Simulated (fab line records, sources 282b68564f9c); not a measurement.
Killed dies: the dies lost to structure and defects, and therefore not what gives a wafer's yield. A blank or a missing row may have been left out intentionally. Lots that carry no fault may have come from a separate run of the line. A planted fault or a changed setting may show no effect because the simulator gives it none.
One fault seen from 2 desks -- flow rit-cmos -- only its own numbers are on each desk; what lay behind them is given at the end

## AT THE TOOL OWNER'S DESK: lpcvd-01
The tool's own readings at RIT_GATE_CVD_08 (deposits poly-Si from SiH4, target thk 250 nm, time 2220 s): means of the sampled wafers that have a number, for each lot that ran on this tool. If a lot's mean is further than 4 standard deviations from the usual mean, the lot is out of limits and carries the mark OUT (the distance appears in the brackets).
Columns: A = spike-tc-centre-C at RIT_GATE_CVD_08, usual 612.4 C; B = spike-tc-load-C at RIT_GATE_CVD_08, usual 631.6 C; C = spike-tc-source-C at RIT_GATE_CVD_08, usual 628.0 C
lot,first seen here,A,B,C
L701,day 2 09:50,611.5,632.5,632.2
L704,day 3 01:56,612.0,627.5,627.9
L705,day 3 07:08,611.3,633.1,632.2
L707,day 3 16:39,612.5,631.2,632.4
L714,day 5 09:22,612.2,628.4,628.6
L717,day 5 21:06,603.4 (-7.5) OUT,618.4 (-5.5) OUT,617.7 (-4.3) OUT
This desk finds L717 out of limits, L717 being first, at day 5 21:06 (spike-tc-centre-C at RIT_GATE_CVD_08). L701, L704, L705, L707, L714 stayed within limits.

## AT THE METROLOGY DESK
What the gauges read for every lot (on any tool): the sampled wafers with a number, averaged. If a lot's mean is further than 4 standard deviations from the usual mean, the lot is out of limits and carries the mark OUT (the distance appears in the brackets).
Columns: A = NRETRO_OVL at RIT_NRETRO_OVL_MEAS_06, usual -0.3 nm; B = GATE_POLY_THK at RIT_GATE_THK_MEAS_09, usual 250.1 nm; C = GATE_OVL at RIT_GATE_OVL_MEAS_17, usual -0.3 nm
lot,first seen here,A,B,C
L701,day 2 05:31,0.1,248.3,0.2
L702,day 2 10:08,-1.0,249.5,0.4
L703,day 2 16:29,-2.3,252.3,0.5
L704,day 2 20:50,0.5,246.8,0.1
L705,day 3 02:46,1.1,249.1,-0.8
L707,day 3 11:51,-0.0,250.3,1.7
L714,day 5 05:17,-1.7,251.0,-1.3
L716,day 5 12:56,1.0,252.8,1.3
L717,day 5 15:23,1.3,196.1 (-26) OUT,1.1
L718,day 5 20:11,-0.9,248.8,-0.0
L720,day 6 04:08,-1.4,251.6,-3.5
L722,day 6 13:42,0.1,249.1,-0.0
L724,day 7 02:37,-1.0,253.4,-0.9
Per this desk, out of limits: L717; the first was L717, day 5 22:43 (GATE_POLY_THK at RIT_GATE_THK_MEAS_09). L701, L702, L703, L704, L705, L707, L714, L716, L718, L720, L722, L724 stayed within limits.

## PUT TOGETHER
On L717, at day 5 21:06, an alarm was possible from the tool owner's desk.
An alarm was possible from the metrology desk at day 5 22:43, on L717.
On lpcvd-01, each named lot ran RIT_GATE_CVD_08.

## WHAT WAS PUT IN BY THE SIMULATOR
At RIT_GATE_CVD_08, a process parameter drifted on lpcvd-01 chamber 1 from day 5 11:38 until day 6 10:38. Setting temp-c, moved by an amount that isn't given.
Lots struck among those shown: L717.
Delay (hours) between the fault's onset and each desk's first out-of-limits reading: 9 at the tool owner's desk, 11 at the metrology desk.
